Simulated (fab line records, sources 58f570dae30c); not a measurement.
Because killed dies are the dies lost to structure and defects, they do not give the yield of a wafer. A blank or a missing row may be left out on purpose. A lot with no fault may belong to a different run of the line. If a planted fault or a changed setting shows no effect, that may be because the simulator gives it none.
Which of the tools did it? + flow berkeleyCmos170 + 14 lots, 42 wafers sampled, at 2 steps of a route of 331

== WHAT EACH GAUGE READ, for each wafer ==
UCB170_SDANNEAL_RS_MEAS_04: uses a four-point probe to measure.
| lot  | measured     | on           | PLDD_RS (ohm/sq)     |
|------|--------------|--------------|----------------------|
| L295 | day 7 23:12  | filmMetro-01 | 1026.0 1025.7 1028.7 |
| L296 | day 8 09:13  | filmMetro-04 | 1030.8 1033.8 1030.0 |
| L297 | day 8 08:29  | filmMetro-02 | 1031.5 1037.2 1033.6 |
| L299 | day 8 22:04  | filmMetro-01 | 1034.4 1035.5 1037.8 |
| L298 | day 8 21:35  | filmMetro-02 | 1030.9 1031.9 1030.9 |
| L300 | day 9 14:50  | filmMetro-02 | 1031.0 1029.0 1031.3 |
| L301 | day 9 14:50  | filmMetro-04 | 1031.1 1028.9 1031.8 |
| L304 | day 10 09:50 | filmMetro-04 | - - -                |
| L306 | day 11 03:14 | filmMetro-01 | - - -                |
| L308 | day 11 09:22 | filmMetro-04 | 1031.1 1030.1 1029.2 |
| L312 | day 12 06:43 | filmMetro-02 | 1036.9 1035.2 1034.1 |
| L314 | day 12 08:31 | filmMetro-02 | 1029.5 1029.1 1031.2 |
| L316 | day 14 00:12 | filmMetro-02 | 1033.0 1033.3 1032.3 |
| L318 | day 14 08:48 | filmMetro-02 | 1029.1 1030.6 1032.1 |

== WHAT TOOL EACH LOT RAN ON (gives the tool, then ch and the chambers of the sampled wafers, and finally the start) ==
| lot  | UCB170_PLDD_IMPLANT_08          |
|------|---------------------------------|
| L295 | implanter-04 ch 0, day 7 04:42  |
| L296 | implanter-02 ch 0, day 7 15:47  |
| L297 | implanter-04 ch 0, day 7 15:56  |
| L299 | implanter-01 ch 0, day 8 04:18  |
| L298 | implanter-02 ch 0, day 8 04:35  |
| L300 | implanter-02 ch 0, day 8 20:11  |
| L301 | implanter-01 ch 0, day 8 20:13  |
| L304 | implanter-04 ch 0, day 9 16:11  |
| L306 | implanter-04 ch 0, day 10 11:46 |
| L308 | implanter-02 ch 0, day 10 19:14 |
| L312 | implanter-01 ch 0, day 11 16:53 |
| L314 | implanter-01 ch 0, day 11 21:31 |
| L316 | implanter-02 ch 0, day 12 16:57 |
| L318 | implanter-01 ch 0, day 13 15:35 |
- UCB170_PLDD_IMPLANT_08

== AS READ BY THE TOOLS THEMSELVES (means over the sampled wafers that have a number; for cases with no such wafer, the mark the record gives instead) ==
UCB170_PLDD_IMPLANT_08.
| lot  | tool         | tiltDeg (degrees) |
|------|--------------|-------------------|
| L295 | implanter-04 | 6.993             |
| L296 | implanter-02 | 7.014             |
| L297 | implanter-04 | 6.970             |
| L299 | implanter-01 | 7.003             |
| L298 | implanter-02 | 7.008             |
| L300 | implanter-02 | 6.992             |
| L301 | implanter-01 | 7.004             |
| L304 | implanter-04 | 8.066             |
| L306 | implanter-04 | 8.076             |
| L308 | implanter-02 | 6.991             |
| L312 | implanter-01 | 7.006             |
| L314 | implanter-01 | 7.000             |
| L316 | implanter-02 | 7.001             |
| L318 | implanter-01 | 7.010             |

== THE ANSWER, worked out from the rows above alone ==
Rule: the usual values come from the lots themselves. Put in order of their means at a reading, lots are off if they are a third of the lots or fewer, leave a main group of 4 or more, and stand apart from it by a gap of 3 or more times the standard deviation of the main group's means; of several such gaps the widest counts. If all means in a main group match to the digits the tables above print for the reading, that group is not used. Also off: a lot with no number at a reading for which 4 or more lots have one. The other lots that the step has rows for count as sound. First the gauges in route order, then the tools' own readings, where a lot's mean is used as printed above. The first step at which some lot is off is used, and at that step the reading that is off furthest; a lot without a number counts as furthest.
Off: at UCB170_SDANNEAL_RS_MEAS_04 (PLDD_RS), L304, L306. Without a number there: L304, L306. Mean 1031.6 ohm/sq and standard deviation 2.5 in the main group.
If a tool, at a process step before that reading, ran all the lots that are off and no sound lot after the first of them, it fits. The gauges at UCB170_SDANNEAL_RS_MEAS_04 aren't tried: what is off there is off at UCB170_PLDD_IMPLANT_08 too, on other tools, and a gauge's error can't cause that. One fits: UCB170_PLDD_IMPLANT_08 on implanter-04. A fault onset in the window from L297 (day 7 15:56, its last sound lot) to L304 (day 9 16:11, its first lot off) fits.
The tool's own readings at UCB170_PLDD_IMPLANT_08 bear it out: on the lots that are off they differ by more than 5 times the standard deviation of the sound lots' means. tiltDeg reads 8.071 degrees there against 6.999 degrees on the sound lots.

== WHAT THE SIMULATOR PUT IN ==
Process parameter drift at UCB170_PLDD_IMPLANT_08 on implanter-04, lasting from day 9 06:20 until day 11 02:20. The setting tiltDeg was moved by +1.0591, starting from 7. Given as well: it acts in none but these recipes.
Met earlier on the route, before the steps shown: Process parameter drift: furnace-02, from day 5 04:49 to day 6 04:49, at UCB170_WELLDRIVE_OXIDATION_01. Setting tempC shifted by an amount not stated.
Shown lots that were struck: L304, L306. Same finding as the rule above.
